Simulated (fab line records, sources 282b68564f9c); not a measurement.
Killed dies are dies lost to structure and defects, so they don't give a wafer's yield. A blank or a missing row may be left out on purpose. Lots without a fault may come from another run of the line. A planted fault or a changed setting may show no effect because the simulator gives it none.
Which tool did it? | flow rit_cmos | 14 lots, 42 wafers sampled, at 3 steps of a route of 202

WHAT THE GAUGES READ, wafer by wafer
RIT_ACTIVE_BOW_MEAS_00.
lot  | measured    | on            | INCOMING_BOW (um)
L631 | day 1 10:01 | film_metro-02 | 18 4 -7
L632 | day 1 15:02 | film_metro-04 | -4 -3 9
L633 | day 1 20:00 | film_metro-03 | -5 -5 -1
L634 | day 2 01:00 | film_metro-02 | -1 -5 -2
L638 | day 2 21:02 | film_metro-04 | -11 -7 -2
L640 | day 3 07:02 | film_metro-04 | -10 -4 11
L641 | day 3 12:00 | film_metro-02 | -8 -1 -3
L643 | day 3 22:00 | film_metro-03 | 2 -7 6
L645 | day 4 08:00 | film_metro-03 | 9 10 1
L647 | day 4 18:00 | film_metro-03 | -7 2 9
L649 | day 5 04:00 | film_metro-02 | -3 -8 -1
L651 | day 5 14:02 | film_metro-04 | 3 4 -5
L652 | day 5 19:02 | film_metro-02 | -9 -8 6
L654 | day 6 05:01 | film_metro-04 | 14 -4 3

RIT_ACTIVE_THK_MEAS_02.
lot  | measured    | on            | ACTIVE_OXIDE_THK (nm)
L631 | day 1 12:23 | film_metro-04 | 46.6 46.0 46.1
L632 | day 1 17:04 | film_metro-03 | 47.4 47.3 46.7
L633 | day 1 22:03 | film_metro-04 | 45.9 45.2 46.9
L634 | day 2 03:03 | film_metro-03 | 47.5 47.0 46.2
L638 | day 3 00:59 | film_metro-03 | 45.4 44.6 45.4
L640 | day 3 09:25 | film_metro-03 | 60.8 61.4 60.9
L641 | day 3 15:28 | film_metro-04 | 61.2 61.2 60.9
L643 | day 4 01:08 | film_metro-04 | 45.7 45.3 46.3
L645 | day 4 10:03 | film_metro-02 | 45.9 45.4 45.6
L647 | day 4 20:03 | film_metro-03 | 47.1 46.8 47.4
L649 | day 5 06:16 | film_metro-04 | 45.8 46.2 46.0
L651 | day 5 16:13 | film_metro-03 | 47.2 46.7 47.1
L652 | day 5 21:15 | film_metro-02 | 46.3 46.2 46.5
L654 | day 6 08:03 | film_metro-03 | 47.3 47.4 48.1

WHICH TOOL RAN EACH LOT (tool, then ch and the chambers of the sampled wafers, then the start)
lot  | RIT_ACTIVE_OXIDATION_01
L631 | furnace-02 ch 0, day 1 10:27
L632 | furnace-01 ch 0, day 1 15:07
L633 | furnace-02 ch 0, day 1 20:07
L634 | furnace-04 ch 0, day 2 01:07
L638 | furnace-02 ch 0, day 2 23:01
L640 | furnace-01 ch 0, day 3 07:28
L641 | furnace-01 ch 0, day 3 13:31
L643 | furnace-02 ch 0, day 3 23:12
L645 | furnace-02 ch 0, day 4 08:07
L647 | furnace-04 ch 0, day 4 18:07
L649 | furnace-04 ch 0, day 5 04:20
L651 | furnace-04 ch 0, day 5 14:15
L652 | furnace-04 ch 0, day 5 19:18
L654 | furnace-04 ch 0, day 6 06:07
- RIT_ACTIVE_OXIDATION_01: target thk 46.8 nm, ox time 3360 s.

WHAT THE TOOLS THEMSELVES READ (means of the sampled wafers that have a number; where no wafer has one, the mark that the record gives instead)
RIT_ACTIVE_OXIDATION_01.
lot  | tool       | ox_temp_c (C) | ox_temp_c_max | spike_tc_source_C (C) | tube_center_temp_C_max | zone_power_load_pct (%)
L631 | furnace-02 | 1000.0        | 1004.3        | 1021.6                | 1002.3                 | 33.4
L632 | furnace-01 | 999.8         | 1005.0        | 1025.5                | 1002.6                 | 34.8
L633 | furnace-02 | 1000.2        | 1004.6        | 1022.9                | 1002.6                 | 33.7
L634 | furnace-04 | 1000.2        | 1003.1        | 1022.7                | 1002.8                 | 34.5
L638 | furnace-02 | 1000.3        | 1004.3        | 1021.8                | 1002.6                 | 33.5
L640 | furnace-01 | 1000.0        | 1004.2        | 1027.0                | 1002.3                 | 34.4
L641 | furnace-01 | 999.9         | 1004.5        | 1025.7                | 1002.3                 | 34.6
L643 | furnace-02 | 999.7         | 1004.5        | 1022.5                | 1002.4                 | 33.9
L645 | furnace-02 | 999.8         | 1004.4        | 1021.9                | 1002.6                 | 33.7
L647 | furnace-04 | 999.9         | 1002.7        | 1022.2                | 1002.3                 | 34.6
L649 | furnace-04 | 999.1         | 1002.3        | 1023.6                | 1002.4                 | 34.6
L651 | furnace-04 | 999.9         | 1002.7        | 1022.5                | 1002.4                 | 34.9
L652 | furnace-04 | 1000.3        | 1003.3        | 1023.3                | 1002.3                 | 34.7
L654 | furnace-04 | 999.8         | 1002.4        | 1022.7                | 1002.3                 | 34.5

THE ANSWER, worked out from the rows above alone
Rule: what is usual is taken from the lots themselves. Put in order of their means at a reading, lots are off if they are a third of the lots or fewer, leave a main group of 4 or more, and stand apart from it by a gap of 3 or more times the standard deviation of the main group's means; of several such gaps the widest counts. A main group whose means are all the same, to the digits that the tables above print for the reading, isn't used. A lot without any number at a reading at which 4 lots or more have one is off too. The other lots that the step has rows for count as sound. The gauges are gone through in route order, then the tools' own readings, and for those a lot's mean is taken as printed above. The first step at which some lot is off is used, and at that step the reading that is off furthest; a lot without a number counts as furthest.
Off: L640, L641, at RIT_ACTIVE_THK_MEAS_02 (ACTIVE_OXIDE_THK). The main group: mean 46.4 nm, standard deviation 0.71.
A tool fits if, at a process step before that reading, it ran every lot that is off, and no sound lot after the first of them. The gauges at RIT_ACTIVE_THK_MEAS_02 aren't tried: what is off there is off at RIT_ACTIVE_OXIDATION_01 too, on other tools, and a gauge's error can't cause that. One fits: furnace-01 at RIT_ACTIVE_OXIDATION_01. Its last sound lot is L632 (day 1 15:07), its first lot that is off L640 (day 3 07:28): a fault that began between those two fits.

WHAT THE SIMULATOR HAD PUT IN
Process parameter drift: furnace-01, from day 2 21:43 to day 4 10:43, at RIT_ACTIVE_OXIDATION_01. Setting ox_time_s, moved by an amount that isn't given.
Lots struck among those shown: L640, L641. The rule above found the same.
